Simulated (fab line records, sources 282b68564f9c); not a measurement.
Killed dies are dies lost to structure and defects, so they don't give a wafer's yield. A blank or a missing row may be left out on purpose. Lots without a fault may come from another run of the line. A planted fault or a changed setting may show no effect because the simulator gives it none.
A struck lot beside a sound one | flow rit_cmos | 32 steps out of a route of 202
Sound: wafers L630.2, L630.3, L630.5. Struck: wafers L634.1, L634.3, L634.4. The cause comes at the end.
At each step with rows: each side's tool, then ch and its chambers, then its first start. Under that, the readings that differ: sound wafers | struck wafers | difference of the means | sigmas: that difference in standard deviations of wafers without a fault.
alike: readings whose means differ by less than 2 such deviations, and words and numbers that are the same on both sides. not compared: withheld readings, readings that some wafer has no value for, bounds like >300 that may hide the same value, and numbers for which the record gives no deviation and whose values overlap.
The two part at a step that has a row with sigmas, a row that says differs or no value, or rows on one side only. Numbers that don't overlap but have no deviation are shown without sigmas and don't part them. A reading that every wafer of one side lacks parts them only if that side has two wafers or more.

first, 1 step without rows for these wafers: RIT_PLDD_IMPLANT_08.
RIT_PLDD_STRIP_09: strips in O2, time 180 s.
  sound on plasma_asher-01 ch 0,1, day 3 12:01; struck on plasma_asher-03 ch 0,1, day 4 07:07
  alike: drypump_motor_current_A
  not compared: rf_hours_counter_h
RIT_PLDD_TW_MEAS_10:
  sound on film_metro-01, day 3 12:13; struck on film_metro-02, day 4 07:18
  alike: PLDD_TW
then, 4 steps without rows for these wafers: RIT_SPACER_CLEAN_00 (cleans in SC1, time 574.3 s); RIT_SPACER_CLEAN_01 (cleans in dHF, time 30 s); RIT_SPACER_CLEAN_02 (cleans in SC2, time 600 s); RIT_SPACER_CVD_03 (deposits Si3N4 from SiH2Cl2/NH3, target thk 250 nm, time 3300 s).
RIT_SPACER_THK_MEAS_04:
  sound on film_metro-01, day 3 14:33; struck on film_metro-01, day 4 09:38
  alike: SPACER_NITRIDE_THK
RIT_SPACER_ETCHBACK_05: etches Si3N4 in SF6/CHF3, stops on SiO2, target depth 250 nm, time 240 s.
  sound on rie_diel-03 ch 0,1,3, day 3 14:36; struck on rie_diel-03 ch 0,2,3, day 4 09:42
  alike: drypump_motor_current_A, oes_product_au, throttle_valve_pct
  not compared: rf_hours_counter_h
then, 3 steps without rows for these wafers: RIT_NSD_HMDS_00 (prime time 60 s); RIT_NSD_COAT_01 (resist thk 1000 nm); RIT_NSD_SOFTBAKE_02 (time 60 s).
RIT_NSD_EXPOSE_03: exposes mask M9, target cd 40700 nm.
  sound on iline_stepper-01 ch 0, day 3 15:23; struck on iline_stepper-01 ch 0, day 4 10:18
  reading | sound          | struck            | difference | sigmas
  mask    | M9#0 M9#0 M9#0 | M10#0 M10#0 M10#0 | differs    |
then, 2 steps without rows for these wafers: RIT_NSD_PEB_04; RIT_NSD_DEVELOP_05 (develop time 50 s).
RIT_NSD_OVL_MEAS_06:
  sound on overlay-02, day 3 15:46; struck on overlay-01, day 4 10:42
  reading      | sound       | struck | difference                    | sigmas
  NSD_OVL (nm) | 0.0 0.3 1.6 | - - -  | no value on the struck wafers |
then, 2 steps without rows for these wafers: RIT_NSD_HARDBAKE_07 (time 60 s); RIT_NSD_IMPLANT_08.
RIT_NSD_STRIP_09: strips in O2, time 180 s.
  sound on plasma_asher-01 ch 1, day 3 16:06; struck on plasma_asher-04 ch 0,1, day 4 11:02
  alike: drypump_motor_current_A
  not compared: rf_hours_counter_h
RIT_NSD_TW_MEAS_10:
  sound on film_metro-01, day 3 16:17; struck on film_metro-01, day 4 11:13
  reading | sound          | struck   | difference | sigmas
  NSD_TW  | 3117 3117 3133 | 30 30 30 | -3092      | -99 or more
then, 6 steps without rows for these wafers: RIT_PSD_HMDS_00 (prime time 60 s); RIT_PSD_COAT_01 (resist thk 1000 nm); RIT_PSD_SOFTBAKE_02 (time 60 s); RIT_PSD_EXPOSE_03 (exposes mask M10, target cd 40900 nm); RIT_PSD_PEB_04; RIT_PSD_DEVELOP_05 (develop time 50 s).
RIT_PSD_OVL_MEAS_06:
  sound on overlay-02, day 3 17:11; struck on overlay-02, day 4 12:15
  alike: PSD_OVL
then, 2 steps without rows for these wafers: RIT_PSD_HARDBAKE_07 (time 60 s); RIT_PSD_IMPLANT_08.
RIT_PSD_STRIP_09: strips in O2, time 180 s.
  sound on plasma_asher-03 ch 1, day 3 17:31; struck on plasma_asher-02 ch 0,1, day 4 12:35
  alike: drypump_motor_current_A
  not compared: rf_hours_counter_h
RIT_PSD_TW_MEAS_10:
  sound on film_metro-02, day 3 17:43; struck on film_metro-03, day 4 12:46
  reading | sound          | struck         | difference | sigmas
  PSD_TW  | 3387 3389 3395 | 3613 3601 3607 | +217       | +8
then, 1 step without rows for these wafers: RIT_SDANNEAL_CLEAN_00 (cleans in SC1, time 572.4 s).

WHERE THEY PART
First at RIT_NSD_EXPOSE_03; last, within this record, at RIT_PSD_TW_MEAS_10.

WHY: what the simulator had put in
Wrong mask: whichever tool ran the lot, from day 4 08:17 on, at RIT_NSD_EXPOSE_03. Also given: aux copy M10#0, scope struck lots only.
